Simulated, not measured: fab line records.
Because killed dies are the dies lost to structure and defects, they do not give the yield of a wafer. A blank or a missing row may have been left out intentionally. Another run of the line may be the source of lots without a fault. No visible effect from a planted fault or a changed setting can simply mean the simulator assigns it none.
8D (eight disciplines) problem report, filled in by code | flow rit cmos | the parts of the form that need people (team, actions taken, sign-off) are left out

1. THE PROBLEM
Wafers free of any fault read 250.7 nm (standard deviation 2.8) for SPACER_NITRIDE_THK at RIT_SPACER_THK_MEAS_04, against a mean of 338.9 nm on 6 wafers of 2 lots. That is +32 standard deviations from the usual mean.
Earliest sighting: wafer L451.3 on film metro-01 at day 5 14:50. The record holds 42 wafers of 14 lots with a number at this step. Rule for "out" (also "out of limits"): further than 4 standard deviations from the usual mean. The other wafers with a number count as sound.

2. WHAT IT IS; WHAT IT IS NOT
question                    | is                           | is not
which readings at this step | SPACER_NITRIDE_THK           | -
which lots                  | L451, L452                   | L439, L440, L441, L442, L443, L444, L445, L447, L449, L450, L459, L461
which wafers of those lots  | all that have a number       | -
read on which gauges        | film metro-01, film metro-02 | film metro-04
when                        | from day 5 14:50             | up to then (30 sound wafers); but 6 sound wafers of L459, L461 came after

3. WHAT RULES OUT EACH SUSPECT
Counting: a tool at any process step up to the reading remains a suspect when it ran all the lots that are out and ran no sound lot after the first of those.
- the gauge at RIT_SPACER_THK_MEAS_04: ruled out. The wafers that are out were read on 2 gauges (film metro-01, film metro-02).
- lpcvd-02 at RIT_SPACER_CVD_03 (deposits Si3N4 from SiH2Cl2/NH3, target thk 250 nm, time 3300 s): kept. All lots that are out passed through it, beginning with L451 at day 5 12:53, and no sound lot followed; its final sound lot before that point was L447 at day 4 16:11. On those wafers its own readings are out: nh3 flow sccm.
After counting, what remains is lpcvd-02 at RIT_SPACER_CVD_03.

4. THE CAUSE (what the simulator had put in)
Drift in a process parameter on lpcvd-02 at RIT_SPACER_CVD_03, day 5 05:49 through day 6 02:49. Setting nh3 flow sccm, moved by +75, from 150. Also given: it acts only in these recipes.
Counting left only this tool.

5. SEQUENCE OF EFFECTS, ordered by route
Each row: a reading where the mean over the struck wafers with a number is more than 3 standard deviations away from the usual. Only readings for which the record gives a usual standard deviation are gone through. hours: the time from each lot's start at the first step in this table that gives one to its start at this step, as a median over the lots. sigmas: the change in usual standard deviations.
hours | step                   | reading            | usual      | on struck wafers | change | sigmas
0     | RIT_SPACER_CVD_03      | nh3 flow sccm      | 150.0 sccm | 225.1            | +75.1  | +99 or more
2     | RIT_SPACER_THK_MEAS_04 | SPACER_NITRIDE_THK | 250.7 nm   | 338.9            | +88.2  | +32
2     | RIT_SPACER_ETCHBACK_05 | oes product au     | 0.849 a.u. | 1.004            | +0.155 | +9.1
It contains these process steps:
- RIT_SPACER_CVD_03: deposits Si3N4 from SiH2Cl2/NH3, target thk 250 nm, time 3300 s.
- RIT_SPACER_ETCHBACK_05: etches Si3N4 in SF6/CHF3, stops on SiO2, target depth 250 nm, time 240 s.

6. WHAT WOULD HAVE CAUGHT IT SOONER
Counted from the fault's start at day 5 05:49, it took 9 hours until the first out-of-limits reading at a measuring or inspecting step in this record, taken at day 5 14:50.
At RIT_SPACER_CVD_03, the tool's own readings (nh3 flow sccm) were out on each struck wafer the step has a row for, so an alarm limit on them would have fired on the first such wafer.
L452, from the lots that are out (2), started RIT_SPACER_CVD_03 on lpcvd-02 later than day 5 14:50. Holding the tool at that time would have saved it.
